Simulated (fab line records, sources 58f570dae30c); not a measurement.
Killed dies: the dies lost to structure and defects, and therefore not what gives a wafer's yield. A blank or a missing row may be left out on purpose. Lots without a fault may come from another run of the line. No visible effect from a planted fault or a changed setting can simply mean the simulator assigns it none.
fab line records	flow berkeley-cmos170	part 1 of 2: steps 1 to 31 of 42
record lots=5	wafers=15	last-day=12
route steps=331 shown NLDD@165 SPACER@171 PSD@175 NSD@187 BACKSIDE@199 SDANNEAL@204
lots that met no fault: taken from a fault-free run of the same line
start-h: the number of hours between the record's first day and the start of the first shown wafer of the lot	wait-h: hours from the lot's prior step to this one	" the same as in the row above	L1.1+2: a row that stands for several wafers	- no value, or no start given	* or withheld: withheld	< > ~ a bound
route shown NAME@n: NAME is a module with steps in the file, n the number in the route of the first one	usual: the fault-free wafers' mean and standard deviation	same: alike in all rows	chamber/n: place in a boat	sites: the reading at each site	_std_site: how widely they spread, as a standard deviation	_edge_site: inner sites' mean taken away from outer sites' mean	radius-mm: for every site, how far away it sits from the centre of the wafer	mask NAME#n: copy n	behind: the last tool/chamber to shape the wafer	hold: why the lot was held/for how many hours/how that ended	device: the n, p or np transistor that did not switch	end of line: the same wafers' tests at the end of the route	a step with no rows: only its recipe	killed: dies lost to structure and defects at the first sort, not the wafer's yield	map: dies across one wafer; x = killed, . = not, _ = none there
set.NAME: setting as actually run; set.NAME@STEP: the setting as run at that earlier step	model.NAME: the simulator's own value behind a step, which no gauge read
lots at selected steps of the route; one table per step, one row per wafer
services: a tool's chamber out of use, with start hour (start-h, from the record's first day; less than 0 if before it), hours out, and reason
## steps
# step UCB170_NLDD_OVL_MEAS_07
# usual NLDD_OVL=6/6.4
lot.wafer	tool	chamber	start-h	wait-h	NLDD_OVL[nm]
L075.2	overlay-01	-	156.29	0.1	5
L075.3	"	-	"	"	3
L075.5	"	-	"	"	-3
L079.1	overlay-01	-	165.39	0.1	14
L079.4	"	-	"	"	13
L079.6	"	-	"	"	4
L088.1	overlay-02	-	228.47	0.1	13
L088.3	"	-	"	"	14
L088.4	"	-	"	"	8
L096.3	overlay-02	-	260.69	0.1	4
L096.4	"	-	"	"	6
L096.5	"	-	"	"	3
L095.3	overlay-01	-	260.79	0.1	11
L095.4	"	-	"	"	2
L095.5	"	-	"	"	-1
# step UCB170_NLDD_IMPLANT_08
# recipe species=As	dose-cm2=5e+13	energy-kev=30	tilt-deg=7	rotation-deg=0
lot.wafer	tool	chamber	start-h	wait-h
L075.2+3+5	implanter-02	0	156.34	0.0
L079.1+4+6	implanter-04	0	165.42	0.0
L088.1+3+4	implanter-04	0	228.50	0.0
L096.3+4+5	implanter-02	0	260.76	0.1
L095.3+4+5	implanter-01	0	260.86	0.1
# step UCB170_NLDD_IMPLANT_09
# recipe species=As	dose-cm2=5e+13	energy-kev=30	tilt-deg=7	rotation-deg=180
lot.wafer	tool	chamber	start-h	wait-h
L075.2+3+5	implanter-02	0	156.49	0.1
L079.1+4+6	implanter-04	0	165.57	0.1
L088.1+3+4	implanter-04	0	228.65	0.1
L096.3+4+5	implanter-02	0	260.91	0.1
L095.3+4+5	implanter-01	0	261.01	0.1
# step UCB170_NLDD_STRIP_10
# recipe chemistry=O2	power-w=400	pressure-mtorr=3500	platen-temp-c=withheld	o2-flow-sccm=400	overash-fraction=0.5
# usual drypump-motor-current-A=6.0/0.39	o2-flow-sccm=400.0/1.2	oes-product-au=0.734/0.0047	strip-time-to-endpoint-s=21.62/0.05
lot.wafer	tool	chamber	start-h	wait-h	drypump-motor-current-A	o2-flow-sccm	oes-product-au	rf-hours-counter-h	strip-time-to-endpoint-s
L075.2	plasma-asher-02	1	156.62	0.1	6.1	400.3	0.736	45	21.68
L075.3	"	0	"	"	6.4	401.1	0.739	-	21.64
L075.5	"	1	"	"	6.1	400.1	0.733	-	21.68
L079.1	plasma-asher-02	1	165.72	0.1	6.1	402.2	0.730	46	21.72
L079.4	"	0	"	"	6.4	403.1	0.738	-	21.65
L079.6	"	1	"	"	6.2	400.8	0.729	-	21.62
L088.1	plasma-asher-01	1	228.80	0.1	5.4	400.7	0.737	43	21.57
L088.3	"	1	"	"	5.5	400.8	0.733	-	21.61
L088.4	"	0	"	"	6.2	400.7	0.738	-	21.58
L096.3	plasma-asher-02	1	261.04	0.1	6.1	400.9	0.734	-	21.62
L096.4	"	0	"	"	6.4	398.5	0.730	-	21.55
L096.5	"	1	"	"	6.1	400.6	0.743	-	21.56
L095.3	plasma-asher-01	1	261.14	0.1	5.5	400.7	0.731	-	21.55
L095.4	"	0	"	"	6.2	399.6	0.733	-	21.60
L095.5	"	0	"	"	6.2	399.2	0.731	-	21.58
# step UCB170_NLDD_TW_MEAS_11
# usual NLDD_TW=2210/20
lot.wafer	tool	chamber	start-h	wait-h	NLDD_TW
L075.2	film-metro-02	-	156.73	0.1	2236
L075.3	"	-	"	"	2231
L075.5	"	-	"	"	2237
L079.1	film-metro-03	-	165.82	0.1	2200
L079.4	"	-	"	"	2207
L079.6	"	-	"	"	2197
L088.1	film-metro-02	-	228.90	0.1	2218
L088.3	"	-	"	"	2227
L088.4	"	-	"	"	2232
L096.3	film-metro-04	-	261.13	0.1	2191
L096.4	"	-	"	"	2193
L096.5	"	-	"	"	2190
L095.3	film-metro-03	-	261.23	0.1	2238
L095.4	"	-	"	"	2223
L095.5	"	-	"	"	2244
# step UCB170_NLDD_CLEAN_12
# recipe chemistry=SPM	temp-c=120	time-s=600
lot.wafer	tool	chamber	start-h	wait-h
L075.2+3+5	wet-bench-01	3	156.78	0.0
L079.1+4+6	wet-bench-04	2	165.88	0.1
L088.1+3+4	wet-bench-03	1	228.96	0.1
L096.3+4+5	wet-bench-03	1	261.17	0.0
L095.3+4+5	wet-bench-03	0	261.36	0.1
# step UCB170_SPACER_CVD_00
# recipe material=SiO2	target-thk-nm=376	temp-c=390	precursor=TEOS/O2	time-s=47	rf-w=550	pressure-mtorr=9000
# usual heater-power-w=245/56
lot.wafer	tool	chamber	start-h	wait-h	heater-power-w
L075.2	pecvd-04	1	156.97	0.0	262
L075.3	"	2	"	"	384
L075.5	"	1	"	"	173
L079.1	pecvd-01	1	166.06	0.0	214
L079.4	"	1	"	"	234
L079.6	"	0	"	"	206
L088.1	pecvd-01	1	229.15	0.0	241
L088.3	"	2	"	"	260
L088.4	"	0	"	"	158
L096.3	pecvd-01	1	261.36	0.0	267
L096.4	"	0	"	"	180
L096.5	"	1	"	"	272
L095.3	pecvd-04	2	261.55	0.0	308
L095.4	"	1	"	"	253
L095.5	"	0	"	"	173
# step UCB170_SPACER_THK_MEAS_01
# recipe reads=SiO2_of_SPACER_CVD_00
# usual SPACER_TEOS_THK=378/5.2
lot.wafer	tool	chamber	start-h	wait-h	SPACER_TEOS_THK[nm]
L075.2	film-metro-01	-	157.02	0.0	375
L075.3	"	-	"	"	380
L075.5	"	-	"	"	380
L079.1	film-metro-01	-	166.10	0.0	376
L079.4	"	-	"	"	376
L079.6	"	-	"	"	387
L088.1	film-metro-02	-	229.20	0.0	372
L088.3	"	-	"	"	380
L088.4	"	-	"	"	380
L096.3	film-metro-01	-	261.42	0.0	369
L096.4	"	-	"	"	379
L096.5	"	-	"	"	370
L095.3	film-metro-03	-	261.62	0.0	370
L095.4	"	-	"	"	375
L095.5	"	-	"	"	377
# step UCB170_SPACER_ANNEAL_02
# recipe temp-c=900	time-s=1800	ambient=N2
# usual spike-tc-source-C=924.6/1.3	zone-power-centre-pct=41.6/2.9
lot.wafer	tool	chamber	start-h	wait-h	spike-tc-source-C	zone-power-centre-pct
L075.2	furnace-04	0	161.71	4.7	925.2	45.1
L075.3	"	0	"	"	926.1	45.2
L075.5	"	0	"	"	926.1	45.8
L079.1	furnace-02	0	169.62	3.5	925.6	39.9
L079.4	"	0	"	"	925.7	39.8
L079.6	"	0	"	"	926.8	39.0
L088.1	furnace-02	0	234.64	5.4	924.3	39.5
L088.3	"	0	"	"	925.4	39.2
L088.4	"	0	"	"	925.6	39.8
L095.3	furnace-02	0	265.87	4.2	925.4	40.4
L095.4	"	0	"	"	923.4	39.5
L095.5	"	0	"	"	925.4	40.2
L096.3	furnace-02	0	265.87	4.4	925.3	39.6
L096.4	"	0	"	"	926.8	39.8
L096.5	"	0	"	"	925.4	39.7
# step UCB170_SPACER_ETCHBACK_03
# recipe stop-on=Si	target=SiO2	chemistry=CHF3/CF4/Ar	CHF3_flow_sccm=50	cf4-flow-sccm=10	Ar_flow_sccm=120	pressure-mtorr=200	rf-w=500	target-depth-a=3760	time-s=100
# usual drypump-motor-current-A=5.7/0.51	oes-product-au=0.905/0.016	throttle-valve-pct=6.51/0.086
lot.wafer	tool	chamber	start-h	wait-h	drypump-motor-current-A	oes-product-au	rf-hours-counter-h	throttle-valve-pct
L075.2	rie-diel-04	2	163.21	0.0	6.5	0.896	17	6.42
L075.3	"	3	"	"	4.9	0.920	42	6.66
L075.5	"	3	"	"	4.9	0.924	-	6.66
L079.1	rie-diel-01	0	171.12	0.0	6.1	0.903	16	6.51
L079.4	"	2	"	"	5.5	0.919	111	6.32
L079.6	"	1	"	"	5.8	0.935	-	6.54
L088.1	rie-diel-01	2	236.14	0.0	5.6	0.917	114	6.31
L088.3	"	1	"	"	5.8	0.922	25	6.55
L088.4	"	0	"	"	6.1	0.926	18	6.52
L095.3	rie-diel-02	1	267.37	0.0	5.3	0.883	66	6.52
L095.4	"	1	"	"	5.3	0.901	-	6.55
L095.5	"	3	"	"	5.2	0.896	-	6.38
L096.3	rie-diel-01	2	267.37	0.0	5.5	0.917	115	6.30
L096.4	"	1	"	"	5.8	0.923	26	6.53
L096.5	"	0	"	"	6.1	0.901	-	6.51
# step UCB170_PSD_HMDS_00
# recipe prime-time-s=60	prime-temp-c=100
lot.wafer	tool	chamber	start-h	wait-h
L075.2+3+5	litho-track-04	0	163.31	0.1
L079.1+4+6	litho-track-03	0	171.20	0.0
L088.1+3+4	litho-track-04	0	236.21	0.0
L096.3+4+5	litho-track-04	0	267.67	0.3
L095.3+4+5	litho-track-01	0	267.69	0.3
# step UCB170_PSD_COAT_01
# recipe resist=KrF	spin-rpm=1500	resist-thk-nm=900
# usual dispense-pressure-kPa=51/4.1
lot.wafer	tool	chamber	start-h	wait-h	dispense-pressure-kPa
L075.2	litho-track-04	0	163.46	0.1	50
L075.3	"	0	"	"	50
L075.5	"	0	"	"	50
L079.1	litho-track-03	0	171.35	0.1	48
L079.4	"	0	"	"	48
L079.6	"	0	"	"	48
L088.1	litho-track-04	0	236.36	0.1	50
L088.3	"	0	"	"	50
L088.4	"	0	"	"	50
L096.3	litho-track-04	0	267.82	0.1	50
L096.4	"	0	"	"	50
L096.5	"	0	"	"	50
L095.3	litho-track-01	0	267.84	0.1	57
L095.4	"	0	"	"	58
L095.5	"	0	"	"	57
# step UCB170_PSD_SOFTBAKE_02
# recipe resist=KrF	temp-c=130	time-s=60
lot.wafer	tool	chamber	start-h	wait-h
L075.2+3+5	litho-track-04	0	163.61	0.1
L079.1+4+6	litho-track-03	0	171.50	0.1
L088.1+3+4	litho-track-04	0	236.51	0.1
L096.3+4+5	litho-track-04	0	267.97	0.1
L095.3+4+5	litho-track-01	0	267.99	0.1
# step UCB170_PSD_EXPOSE_03
# recipe mask-id=PSELECT_MOD	na=0.5	sigma-outer=0.6	source-shape=conventional	target-cd-nm=1200	dose-mj=30
lot.wafer	tool	chamber	start-h	wait-h	mask
L075.2+3+5	krf-scanner-01	0	163.88	0.2	PSELECT_MOD#0
L079.1+4+6	krf-scanner-02	0	172.02	0.5	PSELECT_MOD#0
L088.1+3+4	krf-scanner-02	0	236.66	0.1	PSELECT_MOD#0
L096.3+4+5	krf-scanner-01	0	268.11	0.1	PSELECT_MOD#0
L095.3+4+5	krf-scanner-01	0	268.23	0.2	PSELECT_MOD#0
# step UCB170_PSD_PEB_04
# recipe peb-temp-c=130	peb-time-s=withheld	resist=KrF
lot.wafer	tool	chamber	start-h	wait-h
L075.2+3+5	litho-track-03	0	164.00	0.1
L079.1+4+6	litho-track-04	0	172.13	0.1
L088.1+3+4	litho-track-03	0	237.00	0.3
L096.3+4+5	litho-track-03	0	268.32	0.2
L095.3+4+5	litho-track-01	0	268.42	0.2
# step UCB170_PSD_DEVELOP_05
# recipe developer=TMAH	develop-time-s=45	resist=KrF	dev-temp-c=21
lot.wafer	tool	chamber	start-h	wait-h
L075.2+3+5	litho-track-03	0	-	-
L079.1+4+6	litho-track-04	0	-	-
L088.1+3+4	litho-track-03	0	-	-
L096.3+4+5	litho-track-03	0	-	-
L095.3+4+5	litho-track-01	0	-	-
# step UCB170_PSD_CD_MEAS_06
# recipe target-cd-nm=1200
# usual cd-nm=1200.4/1.6
lot.wafer	tool	chamber	start-h	wait-h	cd-nm
L075.2	cd-sem-02	-	164.27	-	1202.1
L075.3	"	-	"	"	1201.6
L075.5	"	-	"	"	1200.6
L079.1	cd-sem-02	-	172.41	-	1198.5
L079.4	"	-	"	"	1199.2
L079.6	"	-	"	"	1197.7
L088.1	cd-sem-01	-	237.27	-	1202.0
L088.3	"	-	"	"	1201.5
L088.4	"	-	"	"	1202.1
L096.3	cd-sem-02	-	268.58	-	1202.1
L096.4	"	-	"	"	1203.0
L096.5	"	-	"	"	1202.7
L095.3	cd-sem-01	-	268.68	-	1200.8
L095.4	"	-	"	"	1201.3
L095.5	"	-	"	"	1200.4
# step UCB170_PSD_OVL_MEAS_07
# usual PSD_OVL=2/6.6
lot.wafer	tool	chamber	start-h	wait-h	PSD_OVL[nm]
L075.2	overlay-02	-	164.38	0.1	1
L075.3	"	-	"	"	-11
L075.5	"	-	"	"	-15
L079.1	overlay-01	-	172.53	0.1	20
L079.4	"	-	"	"	9
L079.6	"	-	"	"	5
L088.1	overlay-01	-	237.39	0.1	10
L088.3	"	-	"	"	11
L088.4	"	-	"	"	4
L096.3	overlay-02	-	268.67	0.1	-5
L096.4	"	-	"	"	1
L096.5	"	-	"	"	-5
L095.3	overlay-01	-	268.77	0.1	-5
L095.4	"	-	"	"	2
L095.5	"	-	"	"	-4
# step UCB170_PSD_IMPLANT_08
# recipe species=B	dose-cm2=3e+15	energy-kev=20	tilt-deg=7
lot.wafer	tool	chamber	start-h	wait-h
L075.2+3+5	implanter-04	0	164.43	0.0
L079.1+4+6	implanter-03	0	172.56	0.0
L088.1+3+4	implanter-03	0	237.43	0.0
L096.3+4+5	implanter-03	0	268.75	0.1
L095.3+4+5	implanter-04	0	268.85	0.1
# step UCB170_PSD_STRIP_09
# recipe chemistry=O2	power-w=400	pressure-mtorr=3500	platen-temp-c=withheld	o2-flow-sccm=400	overash-fraction=0.5
# usual drypump-motor-current-A=5.8/0.38	o2-flow-sccm=400.2/1.2	oes-product-au=0.601/0.0046	strip-time-to-endpoint-s=29.40/0.086
lot.wafer	tool	chamber	start-h	wait-h	drypump-motor-current-A	o2-flow-sccm	oes-product-au	rf-hours-counter-h	strip-time-to-endpoint-s
L075.2	plasma-asher-04	1	164.56	0.1	5.5	401.2	0.607	45	29.52
L075.3	"	1	"	"	5.5	400.0	0.593	-	29.56
L075.5	"	0	"	"	6.4	399.0	0.597	-	29.45
L079.1	plasma-asher-03	1	172.71	0.1	5.4	398.9	0.592	7	29.38
L079.4	"	0	"	"	5.8	400.9	0.603	-	29.36
L079.6	"	1	"	"	5.4	400.0	0.600	-	29.29
L088.1	plasma-asher-04	1	237.58	0.1	5.5	398.9	0.605	53	29.27
L088.3	"	1	"	"	5.5	401.0	0.604	-	29.42
L088.4	"	0	"	"	6.4	399.5	0.590	-	29.40
L096.3	plasma-asher-03	0	268.88	0.1	5.9	399.5	0.608	-	29.45
L096.4	"	1	"	"	5.5	401.1	0.605	-	29.54
L096.5	"	1	"	"	5.5	401.2	0.598	-	29.46
L095.3	plasma-asher-04	1	268.98	0.1	5.5	400.3	0.600	-	29.52
L095.4	"	0	"	"	6.4	400.8	0.601	-	29.42
L095.5	"	0	"	"	6.4	401.6	0.598	-	29.48
# step UCB170_PSD_TW_MEAS_10
# usual PSD_TW=2324/22
lot.wafer	tool	chamber	start-h	wait-h	PSD_TW
L075.2	film-metro-02	-	164.67	0.1	2346
L075.3	"	-	"	"	2365
L075.5	"	-	"	"	2355
L079.1	film-metro-03	-	172.81	0.1	2332
L079.4	"	-	"	"	2334
L079.6	"	-	"	"	2328
L088.1	film-metro-02	-	237.68	0.1	2350
L088.3	"	-	"	"	2342
L088.4	"	-	"	"	2347
L096.3	film-metro-03	-	268.97	0.1	2321
L096.4	"	-	"	"	2333
L096.5	"	-	"	"	2337
L095.3	film-metro-04	-	269.07	0.1	2298
L095.4	"	-	"	"	2302
L095.5	"	-	"	"	2303
# step UCB170_PSD_CLEAN_11
# recipe chemistry=SPM	temp-c=120	time-s=600
lot.wafer	tool	chamber	start-h	wait-h
L075.2+3+5	wet-bench-01	0	164.81	0.1
L079.1+4+6	wet-bench-01	3	173.33	0.5
L088.1+3+4	wet-bench-01	0	238.18	0.5
L095.3+4+5	wet-bench-02	3	269.17	0.1
L096.3+4+5	wet-bench-02	2	269.17	0.2
# step UCB170_NSD_HMDS_00
# recipe prime-time-s=60	prime-temp-c=100
lot.wafer	tool	chamber	start-h	wait-h
L075.2+3+5	litho-track-03	0	165.32	0.3
L079.1+4+6	litho-track-03	0	173.98	0.3
L088.1+3+4	litho-track-02	0	239.22	0.9
L095.3+4+5	litho-track-02	0	269.46	0.1
L096.3+4+5	litho-track-03	0	269.64	0.3
# step UCB170_NSD_COAT_01
# recipe resist=KrF	spin-rpm=1500	resist-thk-nm=900
# usual dispense-pressure-kPa=51/4.2
lot.wafer	tool	chamber	start-h	wait-h	dispense-pressure-kPa
L075.2	litho-track-03	0	165.47	0.1	48
L075.3	"	0	"	"	48
L075.5	"	0	"	"	48
L079.1	litho-track-03	0	174.13	0.1	48
L079.4	"	0	"	"	48
L079.6	"	0	"	"	48
L088.1	litho-track-02	0	239.37	0.1	49
L088.3	"	0	"	"	49
L088.4	"	0	"	"	49
L095.3	litho-track-02	0	269.61	0.1	49
L095.4	"	0	"	"	49
L095.5	"	0	"	"	49
L096.3	litho-track-03	0	269.79	0.1	48
L096.4	"	0	"	"	48
L096.5	"	0	"	"	48
# step UCB170_NSD_SOFTBAKE_02
# recipe resist=KrF	temp-c=130	time-s=60
lot.wafer	tool	chamber	start-h	wait-h
L075.2+3+5	litho-track-03	0	165.62	0.1
L079.1+4+6	litho-track-03	0	174.28	0.1
L088.1+3+4	litho-track-02	0	239.52	0.1
L095.3+4+5	litho-track-02	0	269.76	0.1
L096.3+4+5	litho-track-03	0	269.94	0.1
# step UCB170_NSD_EXPOSE_03
# recipe mask-id=NSELECT_MOD	na=0.5	sigma-outer=0.6	source-shape=conventional	target-cd-nm=1200	dose-mj=30
lot.wafer	tool	chamber	start-h	wait-h	mask
L075.2+3+5	krf-scanner-01	0	165.77	0.1	NSELECT_MOD#0
L079.1+4+6	krf-scanner-01	0	174.67	0.4	NSELECT_MOD#0
L088.1+3+4	krf-scanner-01	0	239.83	0.3	NSELECT_MOD#0
L095.3+4+5	krf-scanner-01	0	269.90	0.1	NSELECT_MOD#0
L096.3+4+5	krf-scanner-01	0	270.08	0.1	NSELECT_MOD#0
# step UCB170_NSD_PEB_04
# recipe peb-temp-c=130	peb-time-s=withheld	resist=KrF
lot.wafer	tool	chamber	start-h	wait-h
L075.2+3+5	litho-track-01	0	166.17	0.4
L079.1+4+6	litho-track-02	0	174.95	0.3
L088.1+3+4	litho-track-03	0	240.14	0.3
L095.3+4+5	litho-track-01	0	270.03	0.1
L096.3+4+5	litho-track-03	0	270.21	0.1
# step UCB170_NSD_DEVELOP_05
# recipe developer=TMAH	develop-time-s=45	resist=KrF	dev-temp-c=21
lot.wafer	tool	chamber	start-h	wait-h
L075.2+3+5	litho-track-01	0	-	-
L079.1+4+6	litho-track-02	0	-	-
L088.1+3+4	litho-track-03	0	-	-
L095.3+4+5	litho-track-01	0	-	-
L096.3+4+5	litho-track-03	0	-	-
# step UCB170_NSD_CD_MEAS_06
# recipe target-cd-nm=1200
# usual cd-nm=1200.4/1.3
lot.wafer	tool	chamber	start-h	wait-h	cd-nm
L075.2	cd-sem-02	-	166.44	-	1202.7
L075.3	"	-	"	"	1201.0
L075.5	"	-	"	"	1201.8
L079.1	cd-sem-01	-	175.23	-	1199.6
L079.4	"	-	"	"	1200.9
L079.6	"	-	"	"	1199.8
L088.1	cd-sem-01	-	240.41	-	1201.2
L088.3	"	-	"	"	1200.8
L088.4	"	-	"	"	1201.3
L095.3	cd-sem-01	-	270.30	-	1200.2
L095.4	"	-	"	"	1199.9
L095.5	"	-	"	"	1200.4
L096.3	cd-sem-02	-	270.47	-	1199.7
L096.4	"	-	"	"	1199.8
L096.5	"	-	"	"	1200.3
# step UCB170_NSD_OVL_MEAS_07
# usual NSD_OVL=2/5.3
lot.wafer	tool	chamber	start-h	wait-h	NSD_OVL[nm]
L075.2	overlay-01	-	166.55	0.1	4
L075.3	"	-	"	"	-2
L075.5	"	-	"	"	2
L079.1	overlay-01	-	175.35	0.1	-3
L079.4	"	-	"	"	0
L079.6	"	-	"	"	-10
L088.1	overlay-02	-	240.53	0.1	-3
L088.3	"	-	"	"	-7
L088.4	"	-	"	"	-8
L095.3	overlay-02	-	270.39	0.1	4
L095.4	"	-	"	"	4
L095.5	"	-	"	"	0
L096.3	overlay-01	-	270.56	0.1	5
L096.4	"	-	"	"	7
L096.5	"	-	"	"	7
# step UCB170_NSD_IMPLANT_08
# recipe species=P	dose-cm2=3e+15	energy-kev=40	tilt-deg=7
lot.wafer	tool	chamber	start-h	wait-h
L075.2+3+5	implanter-01	0	166.60	0.0
L079.1+4+6	implanter-04	0	175.39	0.0
L088.1+3+4	implanter-01	0	240.57	0.0
L095.3+4+5	implanter-03	0	270.46	0.1
L096.3+4+5	implanter-01	0	270.64	0.1
